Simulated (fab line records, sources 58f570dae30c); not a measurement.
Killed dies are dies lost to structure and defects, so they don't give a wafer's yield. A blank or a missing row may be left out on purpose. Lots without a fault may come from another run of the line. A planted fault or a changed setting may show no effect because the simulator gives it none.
Problem report in the 8D (eight disciplines) form, filled by code | flow berkeley_cmos170 | the parts of the form that need people (team, actions taken, sign-off) are left out

1. THE PROBLEM
cd_nm at UCB170_NSD_CD_MEAS_06 reads a mean of 1241.3 nm on 6 wafers of 2 lots; wafers without a fault read 1199.6 nm with a standard deviation of 1.1. That is +38 standard deviations from the usual mean.
The step: target cd 1200 nm.
First seen on wafer L153.4, day 9 05:29, on cd_sem-01. The record holds 36 wafers of 12 lots with a number at this step. Rule for "out", or "out of limits": more than 4 standard deviations from the usual mean. The other wafers with a number count as sound.

2. WHAT IT IS AND WHAT IT IS NOT
question                    | is                     | is not
which readings at this step | cd_nm                  | -
which lots                  | L152, L153             | L140, L141, L142, L143, L144, L145, L146, L155, L157, L159
which wafers of those lots  | all that have a number | -
read on which gauges        | cd_sem-01, cd_sem-02   | -
when                        | from day 9 05:29       | up to then (21 sound wafers); but 9 sound wafers of L155, L157, L159 came after

3. SUSPECTS, AND WHAT RULES EACH OUT
Counting: a tool at a process step up to the reading stays a suspect if it ran every lot that is out and no sound lot after the first of them.
- the gauge at UCB170_NSD_CD_MEAS_06: ruled out. The wafers that are out were read on 2 gauges (cd_sem-01, cd_sem-02).
- krf_scanner-02 at UCB170_NSD_EXPOSE_03 (exposes mask NSELECT MOD, target cd 1200 nm): kept. It ran every lot that is out, first L153 (day 9 05:04), and no sound lot after that; its last sound lot up to then is L146 (day 7 22:29). Its own readings are out on those wafers: exposure_dose_mJ_cm2.
Left after counting: krf_scanner-02 at UCB170_NSD_EXPOSE_03.

4. THE CAUSE (what the simulator had put in)
Process parameter drift: krf_scanner-02, from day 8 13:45 on, at UCB170_NSD_EXPOSE_03. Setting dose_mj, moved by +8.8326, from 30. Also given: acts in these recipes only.
Counting left only this tool.

5. THE CHAIN OF EFFECTS, in route order
Each row: a reading whose mean over the struck wafers that have a number lies more than 3 standard deviations from the usual. Only readings for which the record gives a usual standard deviation are gone through. hours: the time from each lot's start at the first step in this table that gives one to its start at this step, as a median over the lots. sigmas: the change in usual standard deviations.
hours | step                  | reading              | usual     | on struck wafers | change | sigmas
0     | UCB170_NSD_EXPOSE_03  | exposure_dose_mJ_cm2 | 30.01     | 37.91            | +7.90  | +93
1     | UCB170_NSD_CD_MEAS_06 | cd_nm                | 1199.6 nm | 1241.3           | +41.7  | +38
The process steps in it:
- UCB170_NSD_EXPOSE_03: exposes mask NSELECT MOD, target cd 1200 nm.

6. WHAT WOULD HAVE CAUGHT IT SOONER
In this record the first reading out of limits at a measuring or inspecting step was taken at day 9 05:29, 16 hours after the fault began at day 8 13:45.
The tool's own readings at UCB170_NSD_EXPOSE_03 were out on every struck wafer that the step has a row for (exposure_dose_mJ_cm2): an alarm limit on them would have fired on the first of those.
Of the lots that are out (2), L152 began UCB170_NSD_EXPOSE_03 on krf_scanner-02 after day 9 05:29. A hold on the tool at that time would have spared it.
